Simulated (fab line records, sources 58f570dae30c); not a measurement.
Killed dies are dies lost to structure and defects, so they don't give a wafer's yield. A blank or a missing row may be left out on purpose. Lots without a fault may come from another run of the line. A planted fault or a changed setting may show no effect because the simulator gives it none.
fab line records | flow berkeley_cmos170
record lots=5 wafers=15 last_day=12
route steps=331 shown SPACER@172 PSD@175 NSD@187
lots that met no fault: from a run of the same line without faults
start_h: hours from the record's first day to the start of the lot's first wafer shown | wait_h: hours since the lot's step before | " the same as in the row above | L1.1+2: a row that stands for several wafers | - no value, or no start given | * or withheld: withheld | < > ~ a bound
route shown NAME@n: a module of which the file shows steps, and the number in the route of the first | usual: mean/standard deviation of fault-free wafers | same: alike in all rows | chamber/n: place in a boat | sites: the reading at each site | _std_site: their standard deviation | _edge_site: outer sites' mean less inner sites' | radius_mm: how far each site lies from the wafer's centre | mask NAME#n: copy n | behind: the tool/chamber that last shaped the wafer | hold: why the lot was held/for how many hours/how that ended | device: the transistor (n, p or np) that didn't switch | end of line: the same wafers' tests at the end of the route | a step without rows: its recipe alone | killed: dies lost to structure and defects at the first sort, not the wafer's yield | map: a wafer's dies, x killed, . not, _ none there
set.NAME: the setting as run; set.NAME@STEP: as run at that earlier step | model.NAME: the simulator's own value behind a step, which no gauge read
lots at some steps of the route; a table a step, a row a wafer
services: from which hour (start_h, from the record's first day; less than 0 if before it) a tool's chamber was out of use, for how many hours, and why
## steps
# step UCB170_SPACER_THK_MEAS_01
# recipe reads=SiO2_of_SPACER_CVD_00
# usual SPACER_TEOS_THK=377/4.8
# columns lot.wafer tool chamber start_h wait_h SPACER_TEOS_THK[nm]
L317.1 film_metro-01 - 154.35 0.0 373
L317.4 " - " " 378
L317.6 " - " " 373
L318.1 film_metro-04 - 168.02 0.0 368
L318.3 " - " " 374
L318.4 " - " " 376
L323.1 film_metro-02 - 201.71 0.0 377
L323.2 " - " " 381
L323.4 " - " " 379
L324.2 film_metro-04 - 202.84 0.0 375
L324.4 " - " " 381
L324.6 " - " " 382
L337.1 film_metro-01 - 258.81 0.0 372
L337.2 " - " " 375
L337.5 " - " " 378
# step UCB170_SPACER_ANNEAL_02
# recipe temp_c=900 time_s=1800 ambient=N2
# step UCB170_SPACER_ETCHBACK_03
# recipe stop_on=Si target=SiO2 chemistry=CHF3/CF4/Ar CHF3_flow_sccm=50 cf4_flow_sccm=10 Ar_flow_sccm=120 pressure_mtorr=200 rf_w=500 target_depth_a=3760 time_s=100
# usual drypump_motor_current_A=5.6/0.44 oes_product_au=0.909/0.014 throttle_valve_pct=6.46/0.13
# columns lot.wafer tool chamber start_h wait_h drypump_motor_current_A oes_product_au rf_hours_counter_h throttle_valve_pct
L317.1 rie_diel-04 1 157.27 0.0 5.7 0.891 19 6.43
L317.4 " 3 " " 5.7 0.911 - 6.64
L317.6 " 2 " " 6.5 0.892 - 6.72
L318.1 rie_diel-03 3 173.87 0.0 5.8 0.864 61 6.30
L318.3 " 1 " " 5.7 0.902 117 6.51
L318.4 " 2 " " 4.9 0.916 9 6.44
L323.1 rie_diel-03 1 207.13 0.0 5.7 0.917 119 6.50
L323.2 " 2 " " 5.0 0.926 10 6.44
L323.4 " 3 " " 5.8 0.883 62 6.33
L324.2 rie_diel-02 2 207.13 0.0 6.2 0.901 25 6.46
L324.4 " 1 " " 5.7 0.921 93 6.54
L324.6 " 2 " " 6.2 0.923 - 6.45
L337.1 rie_diel-02 2 265.91 0.0 6.2 0.902 27 6.47
L337.2 " 0 " " 4.9 0.891 9 6.27
L337.5 " 1 " " 5.8 0.928 - 6.52
# step UCB170_PSD_HMDS_00
# recipe prime_time_s=60 prime_temp_c=100
# step UCB170_PSD_COAT_01
# recipe resist=KrF spin_rpm=1500 resist_thk_nm=900
# step UCB170_PSD_SOFTBAKE_02
# recipe resist=KrF temp_c=130 time_s=60
# step UCB170_PSD_EXPOSE_03
# recipe mask_id=PSELECT_MOD na=0.5 sigma_outer=0.6 source_shape=conventional target_cd_nm=1200 dose_mj=30
# step UCB170_PSD_PEB_04
# recipe peb_temp_c=130 peb_time_s=withheld resist=KrF
# step UCB170_PSD_DEVELOP_05
# recipe developer=TMAH develop_time_s=45 resist=KrF dev_temp_c=21
# step UCB170_PSD_CD_MEAS_06
# recipe target_cd_nm=1200
# usual cd_nm=1199.9/1.3
# columns lot.wafer tool chamber start_h wait_h cd_nm
L317.1 cd_sem-02 - 160.28 - 1200.9
L317.4 " - " " 1197.9
L317.6 " - " " 1199.9
L318.1 cd_sem-02 - 174.97 - 1201.0
L318.3 " - " " 1200.5
L318.4 " - " " 1200.8
L323.1 cd_sem-02 - 208.38 - 1201.5
L323.2 " - " " 1200.8
L323.4 " - " " 1199.7
L324.2 cd_sem-01 - 208.60 - 1201.1
L324.4 " - " " 1198.8
L324.6 " - " " 1198.6
L337.1 cd_sem-02 - 266.95 - 1200.6
L337.2 " - " " 1202.0
L337.5 " - " " 1199.7
# step UCB170_PSD_OVL_MEAS_07
# usual PSD_OVL=-2/6
# columns lot.wafer tool chamber start_h wait_h PSD_OVL[nm]
L317.1 overlay-02 - 160.40 0.1 -5
L317.4 " - " " -1
L317.6 " - " " 2
L318.1 overlay-01 - 175.09 0.1 2
L318.3 " - " " 0
L318.4 " - " " 2
L323.1 overlay-01 - 208.50 0.1 -1
L323.2 " - " " 0
L323.4 " - " " -4
L324.2 overlay-01 - 208.70 0.1 7
L324.4 " - " " 2
L324.6 " - " " 7
L337.1 overlay-02 - 267.07 0.1 -1
L337.2 " - " " -4
L337.5 " - " " -2
# step UCB170_PSD_IMPLANT_08
# recipe species=B dose_cm2=3e+15 energy_kev=20 tilt_deg=7
# step UCB170_PSD_STRIP_09
# recipe chemistry=O2 power_w=400 pressure_mtorr=3500 platen_temp_c=withheld o2_flow_sccm=400 overash_fraction=0.5
# usual drypump_motor_current_A=5.7/0.42 oes_product_au=0.601/0.0048 strip_time_to_endpoint_s=29.43/0.068
# columns lot.wafer tool chamber start_h wait_h drypump_motor_current_A oes_product_au rf_hours_counter_h strip_time_to_endpoint_s model.KrF_of_PSD_COAT_01.thk_nm
L317.1 plasma_asher-04 1 160.58 0.1 5.6 0.597 42 29.52 0
L317.4 " 1 " " 5.6 0.601 - 29.44 0
L317.6 " 0 " " 5.8 0.603 - 29.50 0
L318.1 plasma_asher-02 1 175.27 0.1 5.8 0.594 8 29.36 0
L318.3 " 1 " " 5.8 0.602 - 29.35 0
L318.4 " 0 " " 6.4 0.594 - 29.43 0
L323.1 plasma_asher-03 0 208.68 0.1 5.8 0.604 43 29.56 0
L323.2 " 1 " " 5.1 0.600 43 29.51 0
L323.4 " 1 " " 5.1 0.599 - 29.51 0
L324.2 plasma_asher-04 0 208.88 0.1 5.8 0.443 47 - 691.3
L324.4 " 0 " " 5.8 0.433 - - 691.2
L324.6 " 0 " " 5.8 0.437 - - 689.2
L337.1 plasma_asher-03 1 267.26 0.1 5.1 0.606 50 29.40 0
L337.2 " 0 " " 5.8 0.608 50 29.34 0
L337.5 " 0 " " 5.8 0.590 - 29.24 0
# step UCB170_PSD_TW_MEAS_10
# usual PSD_TW=2325/30
# columns lot.wafer tool chamber start_h wait_h PSD_TW
L317.1 film_metro-04 - 160.68 0.1 2351
L317.4 " - " " 2357
L317.6 " - " " 2373
L318.1 film_metro-02 - 175.37 0.1 2335
L318.3 " - " " 2315
L318.4 " - " " 2319
L323.1 film_metro-03 - 208.78 0.1 2292
L323.2 " - " " 2286
L323.4 " - " " 2280
L324.2 film_metro-03 - 208.99 0.1 2286
L324.4 " - " " 2288
L324.6 " - " " 2293
L337.1 film_metro-04 - 267.36 0.1 2375
L337.2 " - " " 2368
L337.5 " - " " 2355
# step UCB170_PSD_CLEAN_11
# recipe chemistry=SPM temp_c=120 time_s=600
# step UCB170_NSD_HMDS_00
# recipe prime_time_s=60 prime_temp_c=100
# step UCB170_NSD_COAT_01
# recipe resist=KrF spin_rpm=1500 resist_thk_nm=900
# step UCB170_NSD_SOFTBAKE_02
# recipe resist=KrF temp_c=130 time_s=60
# step UCB170_NSD_EXPOSE_03
# recipe mask_id=NSELECT_MOD na=0.5 sigma_outer=0.6 source_shape=conventional target_cd_nm=1200 dose_mj=30
# step UCB170_NSD_PEB_04
# recipe peb_temp_c=130 peb_time_s=withheld resist=KrF
# step UCB170_NSD_DEVELOP_05
# recipe developer=TMAH develop_time_s=45 resist=KrF dev_temp_c=21
# step UCB170_NSD_CD_MEAS_06
# recipe target_cd_nm=1200
# usual cd_nm=1200.1/1.6
# columns lot.wafer tool chamber start_h wait_h cd_nm
L317.1 cd_sem-02 - 162.28 - 1200.7
L317.4 " - " " 1199.6
L317.6 " - " " 1202.4
L318.1 cd_sem-01 - 178.36 - 1198.4
L318.3 " - " " 1198.3
L318.4 " - " " 1197.7
L323.1 cd_sem-02 - 211.11 - 1200.2
L323.2 " - " " 1201.5
L323.4 " - " " 1200.1
L324.2 cd_sem-01 - 211.38 - 1197.3
L324.4 " - " " 1198.2
L324.6 " - " " 1198.8
L337.1 cd_sem-01 - 268.90 - 1200.6
L337.2 " - " " 1201.2
L337.5 " - " " 1199.6
# step UCB170_NSD_OVL_MEAS_07
# usual NSD_OVL=-2/5.3
# columns lot.wafer tool chamber start_h wait_h NSD_OVL[nm]
L317.1 overlay-01 - 162.40 0.1 -8
L317.4 " - " " -4
L317.6 " - " " -9
L318.1 overlay-02 - 178.48 0.1 -8
L318.3 " - " " -3
L318.4 " - " " 3
L323.1 overlay-01 - 211.23 0.1 -5
L323.2 " - " " -3
L323.4 " - " " 0
L324.2 overlay-01 - 211.48 0.1 1
L324.4 " - " " 1
L324.6 " - " " -1
L337.1 overlay-02 - 269.02 0.1 -7
L337.2 " - " " 4
L337.5 " - " " 3
# step UCB170_NSD_IMPLANT_08
# recipe species=P dose_cm2=3e+15 energy_kev=40 tilt_deg=7
# step UCB170_NSD_STRIP_09
# recipe chemistry=O2 power_w=400 pressure_mtorr=3500 platen_temp_c=withheld o2_flow_sccm=400 overash_fraction=0.5
# usual drypump_motor_current_A=5.7/0.43 oes_product_au=0.535/0.0042 strip_time_to_endpoint_s=35.84/0.066
# columns lot.wafer tool chamber start_h wait_h drypump_motor_current_A oes_product_au rf_hours_counter_h strip_time_to_endpoint_s
L317.1 plasma_asher-04 0 162.58 0.1 5.8 0.530 42 35.86
L317.4 " 0 " " 5.8 0.534 - 35.75
L317.6 " 1 " " 5.6 0.535 - 35.84
L318.1 plasma_asher-03 0 178.67 0.1 5.8 0.529 40 35.84
L318.3 " 1 " " 5.1 0.539 - 35.80
L318.4 " 0 " " 5.8 0.531 - 35.87
L323.1 plasma_asher-03 1 211.41 0.1 5.1 0.534 43 35.84
L323.2 " 0 " " 5.8 0.544 43 35.89
L323.4 " 0 " " 5.8 0.535 - 35.87
L324.2 plasma_asher-01 1 211.66 0.1 6.4 0.610 44 56.27
L324.4 " 1 " " 6.4 0.616 - 56.26
L324.6 " 0 " " 5.3 0.608 - 56.28
L337.1 plasma_asher-01 1 269.20 0.1 6.4 0.529 51 35.96
L337.2 " 0 " " 5.3 0.538 51 35.98
L337.5 " 0 " " 5.3 0.536 - 35.95
# step UCB170_NSD_TW_MEAS_10
# usual NSD_TW=4183/54
# columns lot.wafer tool chamber start_h wait_h NSD_TW
L317.1 film_metro-04 - 162.68 0.1 4241
L317.4 " - " " 4237
L317.6 " - " " 4267
L318.1 film_metro-03 - 178.77 0.1 4132
L318.3 " - " " 4121
L318.4 " - " " 4151
L323.1 film_metro-03 - 211.51 0.1 4107
L323.2 " - " " 4105
L323.4 " - " " 4123
L324.2 film_metro-04 - 211.77 0.1 30
L324.4 " - " " 30
L324.6 " - " " 30
L337.1 film_metro-03 - 269.30 0.1 4148
L337.2 " - " " 4142
L337.5 " - " " 4148
# step UCB170_NSD_CLEAN_11
# recipe chemistry=SPM temp_c=120 time_s=600
## services
# columns tool chamber start_h hours kind
rie_diel-04 2 134.55 5.3 repair
rie_diel-03 1 137.00 8.5 repair
rie_diel-02 - 137.73 1.0 repair
rie_diel-04 0 139.91 - clean
rie_diel-04 0 139.91 19.3 scheduled_down
rie_diel-04 0 139.91 19.3 vent_cycle
plasma_asher-02 - 148.27 2.3 repair
plasma_asher-02 - 176.38 2.2 repair
plasma_asher-02 - 179.10 6.4 repair
rie_diel-04 - 180.20 2.8 pm
plasma_asher-02 - 208.48 0.3 repair
plasma_asher-04 - 217.16 7.8 repair
rie_diel-02 1 221.99 4.4 repair
plasma_asher-04 - 226.76 2.8 pm
rie_diel-03 - 234.18 0.5 repair
rie_diel-02 - 237.21 14.6 pm
plasma_asher-03 - 263.63 0.6 repair
## key
first_sign step=UCB170_PSD_STRIP_09 reading=oes_product_au direction=down sigmas=34 usual=0.601 struck=0.437
effect step=UCB170_NSD_STRIP_09 reading=strip_time_to_endpoint_s direction=up sigmas=99+ usual=* struck=*
effect step=UCB170_NSD_TW_MEAS_10 reading=NSD_TW direction=down sigmas=78 usual=4183 struck=30
model_effect step=UCB170_PSD_STRIP_09 value=KrF_of_PSD_COAT_01.thk_nm without=0 struck=690.6
met_at UCB170_PSD_STRIP_09
struck_wafers L324.2,L324.4,L324.6
sort_left_out L324.2,L324.4,L324.6
tester_left_out L324
onset_between 160.58 208.88
fault kind=strip_aborted tool=plasma_asher-04 chamber=- onset_h=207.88 steps=UCB170_PSD_STRIP_09 offset=0.85 end_h=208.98
# tester_left_out: of these lots the tester's yield and bins aren't shown, on N5 and GAA mostly nor the transistor test; their killed dies are dies lost to structure and defects alone, not to doping, threshold or leakage, so they don't give the yield
# sort_left_out: the simulated sort isn't trusted on such a fault, so these wafers' sort isn't shown, and their yield isn't known
